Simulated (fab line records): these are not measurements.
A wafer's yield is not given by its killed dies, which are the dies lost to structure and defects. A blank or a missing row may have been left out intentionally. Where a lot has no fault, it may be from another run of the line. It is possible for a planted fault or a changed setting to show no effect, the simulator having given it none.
The tool behind it: which one? | flow berkeley-cmos170 | 42 wafers from 14 lots sampled at 4 of the route's 331 steps

## WHAT THE GAUGES READ, wafer by wafer
UCB170_M2_CD_MEAS_15: the cd target is 700 nm. Usual: cd-nm reads 699.8 nm (standard deviation 1.2).
lot  | measured     | on        | cd-nm (nm)        | flag
L347 | day 8 17:27  | cd-sem-02 | 697.9 697.4 698.2 |
L349 | day 9 12:19  | cd-sem-01 | 700.5 699.0 699.1 |
L348 | day 9 12:43  | cd-sem-02 | 699.6 699.6 699.6 |
L350 | day 9 12:35  | cd-sem-01 | 700.5 700.2 699.9 |
L351 | day 9 20:40  | cd-sem-02 | 701.9 699.7 698.9 |
L352 | day 9 22:24  | cd-sem-02 | 702.4 701.2 700.3 |
L353 | day 10 03:52 | cd-sem-01 | 700.6 698.9 699.5 |
L362 | day 11 11:43 | cd-sem-02 | 701.8 701.5 700.4 |
L363 | day 11 14:29 | cd-sem-02 | 701.8 702.7 700.7 |
L369 | day 16 12:46 | cd-sem-02 | 700.3 699.0 701.1 |
L367 | day 16 13:22 | cd-sem-02 | 701.1 701.5 701.7 |
L368 | day 16 15:15 | cd-sem-02 | 700.2 700.2 699.4 |
L366 | day 16 15:27 | cd-sem-01 | 698.2 699.6 698.7 |
L370 | day 16 15:58 | cd-sem-02 | 698.3 698.4 697.8 |

UCB170_V2_BOW_MEAS_03. Usual: V2_BOW typically reads 36 um, with standard deviation 6.4.
lot  | measured     | on            | V2_BOW (um) | flag
L347 | day 8 18:55  | film-metro-04 | 49 38 39    |
L349 | day 9 13:26  | film-metro-03 | 31 35 38    |
L348 | day 9 13:50  | film-metro-02 | 51 30 35    |
L350 | day 9 13:43  | film-metro-04 | 26 43 40    |
L351 | day 9 21:47  | film-metro-04 | 44 50 30    |
L352 | day 9 23:31  | film-metro-04 | 37 45 33    |
L353 | day 10 04:59 | film-metro-04 | 36 30 24    |
L362 | day 11 12:50 | film-metro-02 | 30 34 40    |
L363 | day 11 15:37 | film-metro-02 | 36 39 31    |
L369 | day 16 13:53 | film-metro-03 | 40 30 28    |
L367 | day 16 14:30 | film-metro-02 | 23 39 30    |
L368 | day 16 16:22 | film-metro-02 | 34 40 46    |
L366 | day 16 16:34 | film-metro-03 | 30 31 34    |
L370 | day 16 17:06 | film-metro-02 | 31 27 37    |

## EACH LOT AND THE TOOL THAT RAN IT (in order: tool; ch and the chambers of the sampled wafers; start)
lot  | UCB170_V1_ETCH_14                  | UCB170_V2_CMP_02
L347 | rie-diel-02 ch 0,2,3, day 8 14:27  | cmp-02 ch 1,2,3, day 8 18:37
L349 | rie-diel-02 ch 0,3, day 9 09:15    | cmp-02 ch 0,2, day 9 13:08
L348 | rie-diel-01 ch 1,2,3, day 9 09:31  | cmp-02 ch 1,2, day 9 13:32
L350 | rie-diel-04 ch 1,2,3, day 9 09:43  | cmp-01 ch 1,2,3, day 9 13:34
L351 | rie-diel-04 ch 0,1,3, day 9 18:05  | cmp-01 ch 2,3, day 9 21:28
L352 | rie-diel-02 ch 0,3, day 9 19:53    | cmp-01 ch 0,1, day 9 23:13
L353 | rie-diel-02 ch 2,3, day 10 00:41   | cmp-01 ch 0,2,3, day 10 04:44
L362 | rie-diel-01 ch 0,2,3, day 11 07:28 | cmp-02 ch 1,2,3, day 11 12:31
L363 | rie-diel-01 ch 0,1, day 11 10:20   | cmp-02 ch 0,1,3, day 11 15:20
L369 | rie-diel-01 ch 0,3, day 16 06:07   | cmp-01 ch 0,1,3, day 16 13:36
L367 | rie-diel-04 ch 0,1, day 16 06:29   | cmp-02 ch 0,1,2, day 16 14:12
L368 | rie-diel-02 ch 1,2, day 16 06:44   | cmp-01 ch 0,2, day 16 16:04
L366 | rie-diel-01 ch 0,1,2, day 16 06:51 | cmp-02 ch 0,2, day 16 16:16
L370 | rie-diel-04 ch 1,3, day 16 06:58   | cmp-01 ch 0,1,2, day 16 16:48
- UCB170_V1_ETCH_14: etches SiO2 in CHF3/CF4/Ar, stops on Al, target depth 1250 nm, time 291 s.
- UCB170_V2_CMP_02: polishes SiO2.

## WHAT THE TOOLS THEMSELVES READ (means of the sampled wafers that have a number; where no wafer has one, the mark that the record gives instead)
UCB170_V1_ETCH_14. Usual: drypump-motor-current-A 5.9 A, standard deviation 0.51; oes-product-au 0.876 a.u., standard deviation 0.013; throttle-valve-pct 6.90 %, standard deviation 0.098.
lot  | tool        | drypump-motor-current-A (A) | oes-product-au (a.u.) | throttle-valve-pct (%) | flag
L347 | rie-diel-02 | 5.9                         | 0.882                 | 6.84                   |
L349 | rie-diel-02 | 6.2                         | 0.888                 | 6.82                   |
L348 | rie-diel-01 | 5.6                         | 0.880                 | 6.94                   |
L350 | rie-diel-04 | 5.9                         | 0.862                 | 6.89                   |
L351 | rie-diel-04 | 6.1                         | 0.866                 | 6.88                   |
L352 | rie-diel-02 | 6.2                         | 0.893                 | 6.82                   |
L353 | rie-diel-02 | 5.5                         | 0.883                 | 6.80                   |
L362 | rie-diel-01 | 5.7                         | 0.883                 | 6.90                   |
L363 | rie-diel-01 | 5.6                         | 0.884                 | 6.94                   |
L369 | rie-diel-01 | 5.8                         | 0.890                 | 6.91                   |
L367 | rie-diel-04 | 6.2                         | 0.864                 | 6.98                   |
L368 | rie-diel-02 | 5.4                         | 0.873                 | 6.85                   |
L366 | rie-diel-01 | 5.6                         | 0.880                 | 6.91                   |
L370 | rie-diel-04 | 5.6                         | 0.863                 | 6.87                   |

UCB170_V2_CMP_02. Usual: motor-current-A 16.2 A, standard deviation 1.7; slurry-filter-dp-kPa 13.51 kPa, standard deviation 0.15.
lot  | tool   | motor-current-A (A) | slurry-filter-dp-kPa (kPa) | flag
L347 | cmp-02 | 16.2                | 13.53                      |
L349 | cmp-02 | 14.7                | 13.43                      |
L348 | cmp-02 | 16.7                | 13.42                      |
L350 | cmp-01 | 16.2                | 13.56                      |
L351 | cmp-01 | 16.6                | 13.45                      |
L352 | cmp-01 | 15.9                | 13.41                      |
L353 | cmp-01 | 16.8                | 13.49                      |
L362 | cmp-02 | 16.3                | 13.59                      |
L363 | cmp-02 | 16.5                | 13.60                      |
L369 | cmp-01 | 16.2                | 13.73                      |
L367 | cmp-02 | 16.2                | 13.49                      |
L368 | cmp-01 | 16.9                | 13.42                      |
L366 | cmp-02 | 14.7                | 13.54                      |
L370 | cmp-01 | 16.3                | 13.39                      |

## THE ANSWER, worked out from the rows above alone
Rule: lot off if the mean of its wafers having a number is beyond 3 standard deviations from the usual mean. Also off: a lot with no number at a reading for which 4 or more lots have one. Where the step has rows for the other lots, those lots are counted as sound. Order of review: gauges by route order, followed by the tools' own readings, for which a lot's mean as printed above is used. The first step at which some lot is off is used, and at that step the reading that is off furthest; a lot without a number counts as furthest.
Nothing can be told from this: no lot is off at any reading shown.

## WHAT THE SIMULATOR HAD INSERTED
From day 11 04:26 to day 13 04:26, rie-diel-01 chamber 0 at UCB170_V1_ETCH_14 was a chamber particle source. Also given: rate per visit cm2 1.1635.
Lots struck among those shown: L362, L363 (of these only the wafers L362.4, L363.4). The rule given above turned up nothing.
